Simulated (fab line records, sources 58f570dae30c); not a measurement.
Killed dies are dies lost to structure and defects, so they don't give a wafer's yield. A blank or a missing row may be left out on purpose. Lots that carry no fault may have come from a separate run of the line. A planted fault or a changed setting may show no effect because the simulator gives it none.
The tool behind it: which one? | flow berkeley cmos170 | Sampling: 15 lots, 45 wafers, 5 of 331 route steps

== WHAT THE GAUGES SHOWED, per wafer ==
UCB170_ACTIVE_THK_MEAS_03. Usual: ACTIVE_OXIDE_THK 26.4 nm, standard deviation 0.49.
lot  | measured    | on            | ACTIVE_OXIDE_THK (nm) | flag
L949 | day 4 15:23 | film metro-04 | 26.3 26.2 26.6        |
L950 | day 4 21:29 | film metro-04 | 26.5 26.5 26.8        |
L952 | day 5 07:31 | film metro-03 | 25.3 25.6 25.6        |
L953 | day 5 14:22 | film metro-01 | 26.4 26.7 26.5        |
L955 | day 6 08:34 | film metro-04 | 26.5 27.1 26.5        |
L960 | day 6 22:31 | film metro-04 | 26.3 26.2 26.4        |
L961 | day 7 11:58 | film metro-04 | 26.5 26.1 26.4        |
L963 | day 7 18:36 | film metro-03 | 26.4 26.4 26.5        |
L964 | day 7 18:37 | film metro-04 | 26.2 26.3 26.4        |
L970 | day 8 16:47 | film metro-03 | 26.0 25.8 26.0        |
L968 | day 8 16:56 | film metro-03 | 26.4 26.6 26.1        |
L965 | day 8 16:58 | film metro-03 | 25.4 25.9 26.1        |
L967 | day 8 23:20 | film metro-01 | 27.2 27.1 27.7        |
L969 | day 8 23:23 | film metro-01 | 26.7 26.6 26.0        |
L971 | day 9 06:56 | film metro-03 | 26.2 25.7 25.6        |

UCB170_ACTIVE_THK_MEAS_06. Usual: ACTIVE_NITRIDE_THK 219.7 nm, standard deviation 2.1.
lot  | measured    | on            | ACTIVE_NITRIDE_THK (nm) | flag
L949 | day 4 23:58 | film metro-03 | 219.3 219.2 221.8       |
L950 | day 5 05:29 | film metro-04 | 216.8 216.4 216.1       |
L952 | day 5 14:55 | film metro-03 | 220.3 220.4 218.4       |
L953 | day 6 01:19 | film metro-03 | 218.4 218.1 219.1       |
L955 | day 6 17:04 | film metro-01 | 220.8 219.9 219.9       |
L960 | day 7 04:26 | film metro-03 | 221.1 219.8 219.9       |
L961 | day 7 21:02 | film metro-03 | 219.5 219.5 217.6       |
L963 | day 8 02:19 | film metro-04 | 221.1 223.4 222.3       |
L964 | day 8 02:20 | film metro-01 | 218.1 217.1 220.0       |
L970 | day 9 00:49 | film metro-03 | 217.6 217.0 217.2       |
L968 | day 9 00:54 | film metro-01 | 221.5 222.2 218.9       |
L965 | day 9 00:49 | film metro-01 | 220.0 220.4 222.5       |
L967 | day 9 07:12 | film metro-03 | 220.1 221.1 221.2       |
L969 | day 9 07:11 | film metro-01 | 223.6 222.3 221.6       |
L971 | day 9 14:37 | film metro-01 | 220.4 220.4 220.7       |

UCB170_NVT_TW_MEAS_09. Usual: NVT_TW 526, standard deviation 5.
lot  | measured     | on            | NVT_TW      | flag
L949 | day 6 21:13  | film metro-04 | 533 534 537 |
L950 | day 6 21:29  | film metro-03 | 517 519 521 |
L952 | day 7 09:16  | film metro-03 | 460 461 464 | OFF
L953 | day 7 21:11  | film metro-02 | 468 470 467 | OFF
L955 | day 8 07:48  | film metro-04 | 473 472 468 | OFF
L960 | day 8 13:24  | film metro-03 | 521 518 520 |
L961 | day 9 12:26  | film metro-02 | 530 531 526 |
L963 | day 9 17:35  | film metro-02 | 527 527 525 |
L964 | day 9 17:22  | film metro-02 | 527 524 529 |
L970 | day 10 14:16 | film metro-02 | 529 529 528 |
L968 | day 10 15:01 | film metro-02 | 525 528 528 |
L965 | day 10 14:50 | film metro-03 | 519 522 519 |
L967 | day 10 21:36 | film metro-02 | 529 528 528 |
L969 | day 10 21:50 | film metro-03 | 519 521 520 |
L971 | day 11 06:51 | film metro-04 | 532 530 533 |

UCB170_GATE_THK_MEAS_02. Usual: GATE_OXIDE_THK 6.61 nm, standard deviation 0.14.
lot  | measured     | on            | GATE_OXIDE_THK (nm) | flag
L949 | day 7 07:00  | film metro-01 | 6.58 6.54 6.42      |
L950 | day 7 07:00  | film metro-02 | 6.57 6.58 6.55      |
L952 | day 7 16:08  | film metro-01 | 6.58 6.60 6.62      |
L953 | day 8 08:04  | film metro-02 | 7.06 6.90 6.96      |
L955 | day 8 15:30  | film metro-01 | 6.30 6.45 6.50      |
L960 | day 8 22:20  | film metro-01 | 6.66 6.87 6.78      |
L961 | day 9 20:14  | film metro-02 | 6.54 6.48 6.47      |
L963 | day 10 01:45 | film metro-01 | 6.61 6.54 6.48      |
L964 | day 10 01:46 | film metro-04 | 6.82 6.74 6.78      |
L970 | day 10 21:37 | film metro-04 | 6.73 6.79 6.77      |
L968 | day 10 21:43 | film metro-02 | 6.68 6.73 6.65      |
L965 | day 10 21:38 | film metro-02 | 6.64 6.75 6.67      |
L967 | day 11 05:53 | film metro-04 | 6.64 6.76 6.74      |
L969 | day 11 05:52 | film metro-01 | 6.67 6.65 6.62      |
L971 | day 11 12:25 | film metro-02 | 6.75 6.79 6.75      |

== WHICH TOOL RAN EACH LOT (tool, then ch and the chambers of the sampled wafers, then the start) ==
lot  | UCB170_NVT_IMPLANT_07
L949 | implanter-02 ch 0, day 6 20:58
L950 | implanter-01 ch 0, day 6 21:14
L952 | implanter-02 ch 0, day 7 09:02
L953 | implanter-02 ch 0, day 7 20:57
L955 | implanter-02 ch 0, day 8 07:35
L960 | implanter-03 ch 0, day 8 13:10
L961 | implanter-01 ch 0, day 9 12:12
L963 | implanter-03 ch 0, day 9 17:20
L964 | implanter-01 ch 0, day 9 17:09
L970 | implanter-02 ch 0, day 10 14:01
L968 | implanter-01 ch 0, day 10 14:48
L965 | implanter-02 ch 0, day 10 14:35
L967 | implanter-02 ch 0, day 10 21:23
L969 | implanter-01 ch 0, day 10 21:35
L971 | implanter-01 ch 0, day 11 06:36
- UCB170_NVT_IMPLANT_07

== WHAT THE TOOLS THEMSELVES READ (means of the sampled wafers that have a number; where no wafer has one, the mark that the record gives instead) ==
UCB170_NVT_IMPLANT_07. Usual: dose ions cm2 3e+12, standard deviation 3.3e+09; faraday current uA 9.52, standard deviation 0.21.
lot  | tool         | dose ions cm2 | faraday current uA | flag
L949 | implanter-02 | 3e+12         | 9.66               |
L950 | implanter-01 | 3e+12         | 9.88               |
L952 | implanter-02 | 2e+12         | 6.43               | OFF
L953 | implanter-02 | 2e+12         | 6.40               | OFF
L955 | implanter-02 | 2e+12         | 6.46               | OFF
L960 | implanter-03 | 3e+12         | 9.41               |
L961 | implanter-01 | 3e+12         | 9.44               |
L963 | implanter-03 | 3e+12         | 9.43               |
L964 | implanter-01 | 3e+12         | 9.35               |
L970 | implanter-02 | 3e+12         | 9.47               |
L968 | implanter-01 | 3e+12         | 9.44               |
L965 | implanter-02 | 3e+12         | 9.68               |
L967 | implanter-02 | 3e+12         | 9.60               |
L969 | implanter-01 | 3e+12         | 9.27               |
L971 | implanter-01 | 3e+12         | 9.44               |

== THE ANSWER, worked out from the rows above alone ==
Rule: take the mean of a lot's wafers that have a number; if it is more than 3 standard deviations from the usual mean, the lot is off. A lot without any number at a reading at which 4 lots or more have one is off too. The other lots that the step has rows for count as sound. The gauges are gone through in route order, then the tools' own readings, and for those a lot's mean is taken as printed above. The first step at which some lot is off is used, and at that step the reading that is off furthest; a lot without a number counts as furthest.
Off: L952, L953, L955, at UCB170_NVT_TW_MEAS_09 (NVT_TW).
A tool fits if, at a process step before that reading, it ran every lot that is off, and no sound lot after the first of them. The gauges at UCB170_NVT_TW_MEAS_09 aren't tried: what is off there is off at UCB170_NVT_IMPLANT_07 too, on other tools, and a gauge's error can't cause that. Not one of the candidates tried fits.

== WHAT THE SIMULATOR HAD PUT IN ==
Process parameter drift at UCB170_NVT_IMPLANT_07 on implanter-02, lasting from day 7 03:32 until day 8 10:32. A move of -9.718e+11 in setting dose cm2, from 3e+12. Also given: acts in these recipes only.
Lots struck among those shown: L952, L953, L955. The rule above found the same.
